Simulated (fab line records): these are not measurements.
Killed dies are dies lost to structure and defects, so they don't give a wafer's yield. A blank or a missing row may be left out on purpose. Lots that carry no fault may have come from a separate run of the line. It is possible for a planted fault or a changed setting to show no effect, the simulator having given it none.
Which tool is to blame? :: flow berkeley cmos170 :: 13 lots with 39 wafers sampled at 6 steps, on a route of 331 steps

## WHAT THE GAUGES READ, wafer by wafer
UCB170_GATE_THK_MEAS_02. Usual: GATE_OXIDE_THK typically reads 6.57 nm, with standard deviation 0.11.
lot: L653
measured: day 5 17:19
on: film metro-04
GATE_OXIDE_THK (nm): 6.69 6.56 6.75
flag: 

lot: L654
measured: day 5 17:19
on: film metro-02
GATE_OXIDE_THK (nm): 6.64 6.68 6.70
flag: 

lot: L655
measured: day 6 01:28
on: film metro-04
GATE_OXIDE_THK (nm): 6.55 6.68 6.66
flag: 

lot: L657
measured: day 6 16:26
on: film metro-04
GATE_OXIDE_THK (nm): 6.50 6.59 6.43
flag: 

lot: L663
measured: day 7 22:23
on: film metro-02
GATE_OXIDE_THK (nm): 6.45 6.46 6.45
flag: 

lot: L668
measured: day 8 14:20
on: film metro-04
GATE_OXIDE_THK (nm): 6.65 6.63 6.57
flag: 

lot: L666
measured: day 8 14:24
on: film metro-04
GATE_OXIDE_THK (nm): 6.40 6.30 6.30
flag: 

lot: L671
measured: day 9 14:50
on: film metro-03
GATE_OXIDE_THK (nm): 6.59 6.75 6.77
flag: 

lot: L672
measured: day 9 23:06
on: film metro-04
GATE_OXIDE_THK (nm): 6.51 6.59 6.66
flag: 

lot: L674
measured: day 10 08:26
on: film metro-04
GATE_OXIDE_THK (nm): 6.50 6.50 6.63
flag: 

lot: L673
measured: day 10 08:27
on: film metro-02
GATE_OXIDE_THK (nm): 6.56 6.67 6.52
flag: 

lot: L675
measured: day 10 19:38
on: film metro-04
GATE_OXIDE_THK (nm): 6.54 6.69 6.60
flag: 

lot: L676
measured: day 11 03:13
on: film metro-04
GATE_OXIDE_THK (nm): 6.75 6.77 6.65
flag: 

UCB170_PLDD_OVL_MEAS_07. Usual: PLDD_OVL typically reads 2 nm, with standard deviation 6.9.
lot: L653
measured: day 6 00:37
on: overlay-01
PLDD_OVL (nm): 16 8 3
flag: 

lot: L654
measured: day 6 01:16
on: overlay-02
PLDD_OVL (nm): 10 4 8
flag: 

lot: L655
measured: day 6 13:12
on: overlay-02
PLDD_OVL (nm): -8 -4 -3
flag: 

lot: L657
measured: day 7 01:13
on: overlay-02
PLDD_OVL (nm): -5 -6 -7
flag: 

lot: L663
measured: day 8 06:20
on: overlay-02
PLDD_OVL (nm): 0 2 16
flag: 

lot: L668
measured: day 9 03:58
on: overlay-01
PLDD_OVL (nm): 3 0 10
flag: 

lot: L666
measured: day 9 03:52
on: overlay-02
PLDD_OVL (nm): -2 -3 -1
flag: 

lot: L671
measured: day 10 03:08
on: overlay-01
PLDD_OVL (nm): 9 7 3
flag: 

lot: L672
measured: day 10 12:49
on: overlay-01
PLDD_OVL (nm): 3 2 -4
flag: 

lot: L674
measured: day 10 18:34
on: overlay-01
PLDD_OVL (nm): 1 -1 4
flag: 

lot: L673
measured: day 10 18:20
on: overlay-02
PLDD_OVL (nm): 6 -3 4
flag: 

lot: L675
measured: day 11 07:54
on: overlay-01
PLDD_OVL (nm): -3 5 3
flag: 

lot: L676
measured: day 11 14:57
on: overlay-01
PLDD_OVL (nm): -13 -6 -9
flag: 

UCB170_PLDD_TW_MEAS_11. Usual: PLDD_TW typically reads 1011, with standard deviation 8.5.
lot: L653
measured: day 6 01:04
on: film metro-02
PLDD_TW: 1022 1014 1019
flag: 

lot: L654
measured: day 6 01:42
on: film metro-02
PLDD_TW: 1020 1024 1021
flag: 

lot: L655
measured: day 6 13:38
on: film metro-03
PLDD_TW: 1008 1013 1008
flag: 

lot: L657
measured: day 7 01:40
on: film metro-03
PLDD_TW: 935 936 929
flag: OFF

lot: L663
measured: day 8 06:47
on: film metro-01
PLDD_TW: 938 935 933
flag: OFF

lot: L668
measured: day 9 04:25
on: film metro-02
PLDD_TW: 1025 1025 1020
flag: 

lot: L666
measured: day 9 04:18
on: film metro-02
PLDD_TW: 1021 1018 1022
flag: 

lot: L671
measured: day 10 03:35
on: film metro-03
PLDD_TW: 1009 1016 1007
flag: 

lot: L672
measured: day 10 13:16
on: film metro-01
PLDD_TW: 1005 1001 1002
flag: 

lot: L674
measured: day 10 19:01
on: film metro-01
PLDD_TW: 996 997 997
flag: 

lot: L673
measured: day 10 18:47
on: film metro-02
PLDD_TW: 1014 1010 1004
flag: 

lot: L675
measured: day 11 08:20
on: film metro-03
PLDD_TW: 1012 1006 1009
flag: 

lot: L676
measured: day 11 15:23
on: film metro-01
PLDD_TW: 990 994 994
flag: 

UCB170_SDANNEAL_RS_MEAS_04: measures by four-point-probe. Usual: PLDD_RS typically reads 1031.5 ohm/sq, with standard deviation 2.9.
lot: L653
measured: day 6 16:43
on: film metro-03
PLDD_RS (ohm/sq): 1036.3 1034.8 1035.8
flag: 

lot: L654
measured: day 6 16:58
on: film metro-02
PLDD_RS (ohm/sq): 1027.2 1028.3 1032.6
flag: 

lot: L655
measured: day 7 02:10
on: film metro-02
PLDD_RS (ohm/sq): 1027.5 1031.3 1028.7
flag: 

lot: L657
measured: day 7 13:35
on: film metro-03
PLDD_RS (ohm/sq): 1240.8 1239.0 1238.3
flag: OFF

lot: L663
measured: day 8 18:10
on: film metro-01
PLDD_RS (ohm/sq): 1237.8 1239.1 1236.5
flag: OFF

lot: L668
measured: day 9 19:30
on: film metro-03
PLDD_RS (ohm/sq): 1032.6 1034.4 1034.5
flag: 

lot: L666
measured: day 9 19:05
on: film metro-02
PLDD_RS (ohm/sq): 1035.9 1034.7 1037.2
flag: 

lot: L671
measured: day 10 17:23
on: film metro-02
PLDD_RS (ohm/sq): 1031.1 1029.0 1031.0
flag: 

lot: L672
measured: day 11 01:51
on: film metro-02
PLDD_RS (ohm/sq): 1027.2 1026.7 1025.2
flag: 

lot: L674
measured: day 11 10:07
on: film metro-02
PLDD_RS (ohm/sq): 1031.6 1032.2 1032.6
flag: 

lot: L673
measured: day 11 13:38
on: film metro-02
PLDD_RS (ohm/sq): 1030.4 1034.0 1027.0
flag: 

lot: L675
measured: day 11 22:19
on: film metro-02
PLDD_RS (ohm/sq): 1033.2 1034.2 1035.2
flag: 

lot: L676
measured: day 12 10:14
on: film metro-03
PLDD_RS (ohm/sq): 1034.4 1031.2 1032.2
flag: 

## EACH LOT AND THE TOOL THAT RAN IT (in order: tool; ch and the chambers of the sampled wafers; start)
lot: L653
UCB170_PLDD_IMPLANT_09: implanter-01 ch 0, day 6 00:49
UCB170_PLDD_STRIP_10: plasma asher-04 ch 0,1, day 6 00:58

lot: L654
UCB170_PLDD_IMPLANT_09: implanter-03 ch 0, day 6 01:27
UCB170_PLDD_STRIP_10: plasma asher-01 ch 0,1, day 6 01:36

lot: L655
UCB170_PLDD_IMPLANT_09: implanter-03 ch 0, day 6 13:23
UCB170_PLDD_STRIP_10: plasma asher-03 ch 0, day 6 13:32

lot: L657
UCB170_PLDD_IMPLANT_09: implanter-03 ch 0, day 7 01:26
UCB170_PLDD_STRIP_10: plasma asher-01 ch 0,1, day 7 01:34

lot: L663
UCB170_PLDD_IMPLANT_09: implanter-03 ch 0, day 8 06:35
UCB170_PLDD_STRIP_10: plasma asher-04 ch 0,1, day 8 06:41

lot: L668
UCB170_PLDD_IMPLANT_09: implanter-04 ch 0, day 9 04:10
UCB170_PLDD_STRIP_10: plasma asher-03 ch 0,1, day 9 04:19

lot: L666
UCB170_PLDD_IMPLANT_09: implanter-01 ch 0, day 9 04:04
UCB170_PLDD_STRIP_10: plasma asher-01 ch 1, day 9 04:11

lot: L671
UCB170_PLDD_IMPLANT_09: implanter-04 ch 0, day 10 03:22
UCB170_PLDD_STRIP_10: plasma asher-03 ch 0,1, day 10 03:29

lot: L672
UCB170_PLDD_IMPLANT_09: implanter-03 ch 0, day 10 13:01
UCB170_PLDD_STRIP_10: plasma asher-03 ch 1, day 10 13:09

lot: L674
UCB170_PLDD_IMPLANT_09: implanter-03 ch 0, day 10 18:46
UCB170_PLDD_STRIP_10: plasma asher-04 ch 0,1, day 10 18:55

lot: L673
UCB170_PLDD_IMPLANT_09: implanter-04 ch 0, day 10 18:32
UCB170_PLDD_STRIP_10: plasma asher-03 ch 0,1, day 10 18:40

lot: L675
UCB170_PLDD_IMPLANT_09: implanter-03 ch 0, day 11 08:05
UCB170_PLDD_STRIP_10: plasma asher-01 ch 0,1, day 11 08:14

lot: L676
UCB170_PLDD_IMPLANT_09: implanter-03 ch 0, day 11 15:10
UCB170_PLDD_STRIP_10: plasma asher-04 ch 0,1, day 11 15:18
- UCB170_PLDD_IMPLANT_09
- UCB170_PLDD_STRIP_10: strips in O2.

## WHAT THE TOOLS THEMSELVES READ (means of the sampled wafers that have a number; where no wafer has one, the mark that the record gives instead)
UCB170_PLDD_IMPLANT_09. Usual: dose ions cm2 5e+13, standard deviation 5.6e+10; faraday current uA 154, standard deviation 5.8.
lot: L653
tool: implanter-01
dose ions cm2: 5e+13
faraday current uA: 156
flag: 

lot: L654
tool: implanter-03
dose ions cm2: 5e+13
faraday current uA: 148
flag: 

lot: L655
tool: implanter-03
dose ions cm2: 5e+13
faraday current uA: 151
flag: 

lot: L657
tool: implanter-03
dose ions cm2: 3e+13
faraday current uA: 93
flag: OFF

lot: L663
tool: implanter-03
dose ions cm2: 3e+13
faraday current uA: 95
flag: OFF

lot: L668
tool: implanter-04
dose ions cm2: 5e+13
faraday current uA: 159
flag: 

lot: L666
tool: implanter-01
dose ions cm2: 5e+13
faraday current uA: 160
flag: 

lot: L671
tool: implanter-04
dose ions cm2: 5e+13
faraday current uA: 159
flag: 

lot: L672
tool: implanter-03
dose ions cm2: 5e+13
faraday current uA: 146
flag: 

lot: L674
tool: implanter-03
dose ions cm2: 5e+13
faraday current uA: 154
flag: 

lot: L673
tool: implanter-04
dose ions cm2: 5e+13
faraday current uA: 158
flag: 

lot: L675
tool: implanter-03
dose ions cm2: 5e+13
faraday current uA: 149
flag: 

lot: L676
tool: implanter-03
dose ions cm2: 5e+13
faraday current uA: 148
flag: 

UCB170_PLDD_STRIP_10. Usual: drypump motor current A 5.7 A, standard deviation 0.45; oes product au 0.734 a.u., standard deviation 0.0048; strip time to endpoint s 21.67 s, standard deviation 0.067.
lot: L653
tool: plasma asher-04
drypump motor current A (A): 6.0
oes product au (a.u.): 0.737
strip time to endpoint s (s): 21.60
flag: 

lot: L654
tool: plasma asher-01
drypump motor current A (A): 6.2
oes product au (a.u.): 0.731
strip time to endpoint s (s): 21.79
flag: 

lot: L655
tool: plasma asher-03
drypump motor current A (A): 5.2
oes product au (a.u.): 0.737
strip time to endpoint s (s): 21.62
flag: 

lot: L657
tool: plasma asher-01
drypump motor current A (A): 6.2
oes product au (a.u.): 0.735
strip time to endpoint s (s): 21.69
flag: 

lot: L663
tool: plasma asher-04
drypump motor current A (A): 6.0
oes product au (a.u.): 0.734
strip time to endpoint s (s): 21.76
flag: 

lot: L668
tool: plasma asher-03
drypump motor current A (A): 5.3
oes product au (a.u.): 0.728
strip time to endpoint s (s): 21.66
flag: 

lot: L666
tool: plasma asher-01
drypump motor current A (A): 6.3
oes product au (a.u.): 0.738
strip time to endpoint s (s): 21.63
flag: 

lot: L671
tool: plasma asher-03
drypump motor current A (A): 5.2
oes product au (a.u.): 0.733
strip time to endpoint s (s): 21.68
flag: 

lot: L672
tool: plasma asher-03
drypump motor current A (A): 5.3
oes product au (a.u.): 0.730
strip time to endpoint s (s): 21.72
flag: 

lot: L674
tool: plasma asher-04
drypump motor current A (A): 5.9
oes product au (a.u.): 0.736
strip time to endpoint s (s): 21.72
flag: 

lot: L673
tool: plasma asher-03
drypump motor current A (A): 5.2
oes product au (a.u.): 0.734
strip time to endpoint s (s): 21.63
flag: 

lot: L675
tool: plasma asher-01
drypump motor current A (A): 6.2
oes product au (a.u.): 0.737
strip time to endpoint s (s): 21.69
flag: 

lot: L676
tool: plasma asher-04
drypump motor current A (A): 5.8
oes product au (a.u.): 0.740
strip time to endpoint s (s): 21.74
flag: 

## THE ANSWER, worked out from the rows above alone
Rule: lot off if the mean of its wafers having a number is beyond 3 standard deviations from the usual mean. Also off: a lot with no number at a reading for which 4 or more lots have one. Where the step has rows for the other lots, those lots are counted as sound. First the gauges in route order, then the tools' own readings, where a lot's mean is used as printed above. At the first step where some lot is off, the reading lying furthest off is the one used; lots without a number count as furthest.
Off: at UCB170_PLDD_TW_MEAS_11 (PLDD_TW), L657, L663.
If a tool, at a process step before that reading, ran all the lots that are off and no sound lot after the first of them, it fits. Not tried: the gauges at UCB170_PLDD_TW_MEAS_11; whatever is off there is also off at UCB170_PLDD_IMPLANT_09, on other tools, and gauge error can't account for it. Of those tried, none fits.

## WHAT HAD BEEN PUT IN BY THE SIMULATOR
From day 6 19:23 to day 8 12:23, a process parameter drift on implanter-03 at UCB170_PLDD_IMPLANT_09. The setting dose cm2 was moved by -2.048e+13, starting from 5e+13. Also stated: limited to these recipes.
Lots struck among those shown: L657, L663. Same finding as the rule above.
